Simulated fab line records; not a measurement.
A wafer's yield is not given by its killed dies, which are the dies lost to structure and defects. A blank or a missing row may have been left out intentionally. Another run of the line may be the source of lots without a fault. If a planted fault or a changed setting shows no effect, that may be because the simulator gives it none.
The tool behind it: which one? -- flow berkeley-cmos170 -- 42 wafers from 14 lots sampled at 3 of the route's 331 steps

== WHAT THE GAUGES SHOWED, per wafer ==
UCB170_GATE_CD_MEAS_90: target cd 350 nm.
lot,measured,on,cd-nm (nm)
L136,day 7 07:36,cd-sem-02,349.0 351.5 350.1
L139,day 7 21:38,cd-sem-01,351.4 350.7 350.5
L140,day 7 21:56,cd-sem-02,349.0 349.9 351.0
L141,day 7 22:40,cd-sem-02,351.5 350.7 349.7
L143,day 8 16:53,cd-sem-01,347.4 348.3 347.5
L144,day 8 17:07,cd-sem-01,353.4 351.2 351.6
L145,day 8 16:26,cd-sem-01,352.0 352.0 352.9
L146,day 8 16:46,cd-sem-01,350.2 349.5 350.7
L148,day 9 20:32,cd-sem-01,351.5 351.8 350.6
L149,day 9 20:19,cd-sem-01,348.4 349.9 349.0
L158,day 11 21:50,cd-sem-02,347.9 348.6 349.0
L159,day 12 04:51,cd-sem-02,351.0 351.8 351.7

== EACH LOT AND THE TOOL THAT RAN IT (in order: tool; ch and the chambers of the sampled wafers; start) ==
lot,UCB170_ZERO_STRIP_07,UCB170_NVT_STRIP_08
L136,"plasma-asher-04 ch 0,1, day 1 18:47","plasma-asher-01 ch 0,1, day 6 12:26"
L139,"plasma-asher-02 ch 0, day 2 12:38","plasma-asher-01 ch 0,1, day 7 02:32"
L140,"plasma-asher-04 ch 0,1, day 2 20:02","plasma-asher-02 ch 0,1, day 7 02:50"
L141,"plasma-asher-02 ch 0,1, day 2 20:16","plasma-asher-03 ch 0,1, day 7 02:17"
L143,"plasma-asher-02 ch 0,1, day 3 07:58","plasma-asher-03 ch 0,1, day 7 23:19"
L144,"plasma-asher-04 ch 0,1, day 3 08:13","plasma-asher-01 ch 0,1, day 7 23:34"
L145,"plasma-asher-04 ch 0,1, day 3 20:30","plasma-asher-01 ch 0,1, day 7 23:02"
L146,"plasma-asher-02 ch 0, day 3 20:43","plasma-asher-02 ch 0,1, day 7 23:17"
L148,"plasma-asher-04 ch 0,1, day 4 08:11","plasma-asher-03 ch 0,1, day 8 23:51"
L149,"plasma-asher-02 ch 0,1, day 4 12:01","plasma-asher-01 ch 0,1, day 8 23:35"
L154,"plasma-asher-02 ch 0,1, day 5 18:35",-
L155,"plasma-asher-03 ch 0,1, day 5 19:07",-
L158,"plasma-asher-04 ch 0,1, day 6 10:38","plasma-asher-02 ch 0,1, day 11 01:14"
L159,"plasma-asher-03 ch 0,1, day 6 17:53","plasma-asher-02 ch 0,1, day 11 13:10"
- UCB170_ZERO_STRIP_07: strips in O2.
- UCB170_NVT_STRIP_08: strips in O2.

== WHAT THE TOOLS THEMSELVES READ (means of the sampled wafers that have a number; where no wafer has one, the mark that the record gives instead) ==
UCB170_ZERO_STRIP_07.
lot,tool,chamber-pressure-mTorr (mTorr),drypump-motor-current-A (A),oes-product-au (a.u.),strip-time-to-endpoint-s (s)
L136,plasma-asher-04,3498,5.7,0.733,21.71
L139,plasma-asher-02,3500,6.7,0.722,21.78
L140,plasma-asher-04,3498,5.8,0.726,21.66
L141,plasma-asher-02,3497,6.5,0.730,21.72
L143,plasma-asher-02,3501,6.2,0.730,21.71
L144,plasma-asher-04,3501,5.9,0.728,21.76
L145,plasma-asher-04,3500,5.9,0.729,21.68
L146,plasma-asher-02,3499,6.7,0.729,21.76
L148,plasma-asher-04,3502,5.7,0.723,21.72
L149,plasma-asher-02,3497,6.5,0.728,21.75
L154,plasma-asher-02,-,-,-,-
L155,plasma-asher-03,-,-,-,-
L158,plasma-asher-04,3502,5.7,0.726,21.65
L159,plasma-asher-03,3498,5.3,0.726,21.76

UCB170_NVT_STRIP_08.
lot,tool,chamber-pressure-mTorr (mTorr),drypump-motor-current-A (A),oes-product-au (a.u.),strip-time-to-endpoint-s (s)
L136,plasma-asher-01,3503,5.2,0.733,21.76
L139,plasma-asher-01,3502,5.2,0.736,21.67
L140,plasma-asher-02,3499,6.5,0.739,21.64
L141,plasma-asher-03,3495,5.3,0.736,21.64
L143,plasma-asher-03,3501,5.3,0.738,21.62
L144,plasma-asher-01,3500,5.4,0.734,21.68
L145,plasma-asher-01,3501,5.2,0.736,21.63
L146,plasma-asher-02,3503,6.5,0.734,21.51
L148,plasma-asher-03,3498,5.6,0.736,21.66
L149,plasma-asher-01,3500,5.4,0.736,21.67
L158,plasma-asher-02,3500,6.5,0.731,21.58
L159,plasma-asher-02,3499,6.3,0.735,21.61

== THE ANSWER, worked out from the rows above alone ==
Rule: what is usual is taken from the lots themselves. Put in order of their means at a reading, lots are off if they are a third of the lots or fewer, leave a main group of 4 or more, and stand apart from it by a gap of 3 or more times the standard deviation of the main group's means; of several such gaps the widest counts. The tables above print the reading to a certain number of digits; a main group whose means all agree to those digits is not used. Also off: a lot with no number at a reading for which 4 or more lots have one. Where the step has rows for the other lots, those lots are counted as sound. First the gauges in route order, then the tools' own readings, where a lot's mean is used as printed above. The first step at which some lot is off is used, and at that step the reading that is off furthest; a lot without a number counts as furthest.
Off at UCB170_ZERO_STRIP_07 (chamber-pressure-mTorr): L154, L155. Without a number there: L154, L155. The main group has a mean of 3499 mTorr with a standard deviation of 1.8.
If a tool, at that step or one of the process steps before it, ran each lot that is off and ran no sound lot following the first of them, it fits. Of those tried, none fits.

== WHAT THE SIMULATOR HAD PUT IN ==
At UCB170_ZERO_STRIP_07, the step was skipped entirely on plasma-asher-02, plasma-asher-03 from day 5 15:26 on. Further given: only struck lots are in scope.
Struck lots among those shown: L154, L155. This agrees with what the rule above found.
